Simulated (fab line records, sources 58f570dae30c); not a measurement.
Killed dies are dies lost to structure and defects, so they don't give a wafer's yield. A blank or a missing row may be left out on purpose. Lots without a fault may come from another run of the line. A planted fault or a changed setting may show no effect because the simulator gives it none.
Which tool did it? | flow berkeley_cmos170 | 7 lots, 21 wafers sampled, at 2 steps of a route of 331

WHAT THE GAUGES READ, wafer by wafer
UCB170_SDANNEAL_RS_MEAS_04: measures by four-point-probe.
lot  | measured     | on            | PLDD_RS (ohm/sq)
L455 | day 8 16:48  | film_metro-03 | 1032.4 1032.9 1035.5
L460 | day 9 13:23  | film_metro-03 | 1034.1 1036.7 1033.4
L465 | day 9 21:56  | film_metro-04 | 1031.5 1032.6 1033.3
L466 | day 10 13:09 | film_metro-03 | 1014.6 1016.8 1014.6
L467 | day 11 01:29 | film_metro-04 | 1029.9 1033.0 1027.9
L474 | day 12 00:35 | film_metro-01 | 1037.5 1034.3 1035.4
L473 | day 12 00:13 | film_metro-03 | 1029.3 1031.9 1029.3

WHICH TOOL RAN EACH LOT (tool, then ch and the chambers of the sampled wafers, then the start)
lot  | UCB170_PLDD_IMPLANT_09
L455 | implanter-04 ch 0, day 8 02:55
L460 | implanter-04 ch 0, day 9 01:17
L465 | implanter-04 ch 0, day 9 07:46
L466 | implanter-04 ch 0, day 10 00:28
L467 | implanter-03 ch 0, day 10 10:51
L474 | implanter-03 ch 0, day 11 12:38
L473 | implanter-01 ch 0, day 11 11:17
- UCB170_PLDD_IMPLANT_09

THE ANSWER, worked out from the rows above alone
Rule: what is usual is taken from the lots themselves. Put in order of their means at a reading, lots are off if they are a third of the lots or fewer, leave a main group of 4 or more, and stand apart from it by a gap of 3 or more times the standard deviation of the main group's means; of several such gaps the widest counts. A main group whose means are all the same, to the digits that the tables above print for the reading, isn't used. A lot without any number at a reading at which 4 lots or more have one is off too. The other lots that the step has rows for count as sound.
Off: L466, at UCB170_SDANNEAL_RS_MEAS_04 (PLDD_RS). The main group: mean 1032.8 ohm/sq, standard deviation 2.1.
A tool fits if, at a process step before that reading, it ran every lot that is off, and no sound lot after the first of them. The gauges at UCB170_SDANNEAL_RS_MEAS_04 are tried like those tools. One fits: implanter-04 at UCB170_PLDD_IMPLANT_09. Its last sound lot is L465 (day 9 07:46), its first lot that is off L466 (day 10 00:28): a fault that began between those two fits.

WHAT THE SIMULATOR HAD PUT IN
Process parameter drift: implanter-04, from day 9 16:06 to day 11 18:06, at UCB170_PLDD_IMPLANT_09. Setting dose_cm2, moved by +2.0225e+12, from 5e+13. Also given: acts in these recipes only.
Lots struck among those shown: L466. The rule above found the same.
